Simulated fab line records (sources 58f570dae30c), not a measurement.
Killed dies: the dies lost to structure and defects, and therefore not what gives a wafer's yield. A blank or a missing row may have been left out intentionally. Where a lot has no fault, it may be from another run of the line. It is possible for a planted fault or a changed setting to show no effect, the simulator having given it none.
What tool caused it? -- flow berkeley_cmos170 -- at 1 step of a route of 331, 7 lots with 21 wafers sampled

== WHAT THE GAUGES SHOWED, per wafer ==
UCB170_PFIELD_TW_MEAS_09.
lot,measured,on,PFIELD_TW
L110,day 5 04:59,film_metro-04,607 609 606
L112,day 5 18:51,film_metro-01,605 600 605
L116,day 6 04:00,film_metro-04,598 603 604
L117,day 6 15:44,film_metro-04,599 601 600
L121,day 7 22:36,film_metro-01,601 602 604
L123,day 8 16:43,film_metro-03,597 595 595
L128,day 9 16:40,film_metro-01,603 605 602

== TOOL THAT RAN EACH LOT (tool first, then ch and the chambers of the sampled wafers, then the start) ==
No process step before these readings appears in the record.

== THE ANSWER, worked out from the rows above alone ==
Rule: what is usual is taken from the lots themselves. The widest of any qualifying gaps counts: lots, ordered by their means at a reading, are off when they make up no more than a third of the lots, leave a main group of 4 or more, and stand apart from it by 3 or more times the standard deviation of that group's means. If all means in a main group match to the digits the tables above print for the reading, that group is not used. Also off: a lot with no number at a reading for which 4 or more lots have one. All remaining lots with rows at the step are treated as sound.
No lot is off at any reading shown: from this, nothing can be told.

== WHAT HAD BEEN PUT IN BY THE SIMULATOR ==
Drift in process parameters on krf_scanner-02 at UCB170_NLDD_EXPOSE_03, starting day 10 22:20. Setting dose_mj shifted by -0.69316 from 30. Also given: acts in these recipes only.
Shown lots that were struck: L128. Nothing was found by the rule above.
